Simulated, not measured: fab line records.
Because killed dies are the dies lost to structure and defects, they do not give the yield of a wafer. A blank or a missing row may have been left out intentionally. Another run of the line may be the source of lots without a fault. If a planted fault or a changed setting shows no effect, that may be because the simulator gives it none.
Split-lot trial ; flow berkeley cmos170 ; on a route of 331 steps: 5 lots, 23 wafers read

## THE SPLIT
At UCB170_PSD_EXPOSE_03 (exposes mask PSELECT MOD, target cd 1200 nm), the setting dose mj was moved away from the recipe's 30 on 8 of the 23 wafers read, by -7.1% to +3.6%. All remaining wafers had this setting at the recipe value.

## FROM THE SPLIT TO THE READING: what the file shows between them, 2 steps
- UCB170_PSD_PEB_04
- UCB170_PSD_DEVELOP_05: develop time 45 s

## THE READING
cd nm at UCB170_PSD_CD_MEAS_06, given in nm (cd target 1200 nm). Typical for fault-free wafers on this fab line: 1200.0 nm, with standard deviation 1.4 nm.

wafer;tool, chamber at the split;dose mj as run;against the recipe;cd nm, nm;against lot-mates on the recipe
L075.1;krf scanner-02, 0;30;recipe;1197.5;-
L075.5;krf scanner-02, 0;30;recipe;1196.9;-
L075.6;krf scanner-02, 0;30;recipe;1197.8;-
L078.1;krf scanner-01, 0;30;recipe;1199.6;-
L078.3;krf scanner-01, 0;30;recipe;1199.6;-
L078.4;krf scanner-01, 0;30;recipe;1199.0;-
L078.5;krf scanner-01, 0;30;recipe;1199.3;-
L078.6;krf scanner-01, 0;30;recipe;1200.8;-
L080.2;krf scanner-01, 0;30;recipe;1198.5;-
L080.3;krf scanner-01, 0;31.08;+3.6%;1205.6;+6.5
L080.4;krf scanner-01, 0;30;recipe;1198.4;-
L080.5;krf scanner-01, 0;30;recipe;1200.4;-
L080.6;krf scanner-01, 0;31.08;+3.6%;1205.4;+6.3
L082.1;krf scanner-01, 0;27.87;-7.1%;1189.2;-13.2
L082.2;krf scanner-01, 0;27.87;-7.1%;1190.0;-12.5
L082.3;krf scanner-01, 0;30;recipe;1202.0;-
L082.5;krf scanner-01, 0;30;recipe;1202.9;-
L082.6;krf scanner-01, 0;27.87;-7.1%;1188.8;-13.7
L083.1;krf scanner-02, 0;30;recipe;1201.5;-
L083.2;krf scanner-02, 0;28.43;-5.2%;1192.0;-9.8
L083.4;krf scanner-02, 0;30;recipe;1202.2;-
L083.5;krf scanner-02, 0;28.43;-5.2%;1192.5;-9.3
L083.6;krf scanner-02, 0;28.43;-5.2%;1193.2;-8.6

THE FIT
A straight line over all 23 wafers: cd nm changes by +1.46 nm for each +1% of dose mj; r = +0.95; the points scatter about the line by 1.5 nm.
The same after taking each lot's own level away (the mean of its wafers on the recipe; 23 wafers): +1.82 nm for each +1%; r = +1.00; scatter 0.59 nm.
The reading moves by 13 nm for the largest change in dose mj, on that fit.
Measured against the standard deviation above, the lots' own levels, which go from 1197.40 to 1202.45 nm, span 3.6 times it.
So the lot-to-lot level changes the slope: the two fits differ.
Check: for one of the wafers moved furthest among these (-7.1%), held out of the fit, the line's prediction against its lot-mates is -12.8 nm. It came out at -13.2 nm against them.

## FILE'S OWN FIT
cd nm changes by +1.82 nm for each +1% of dose mj, r = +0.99.
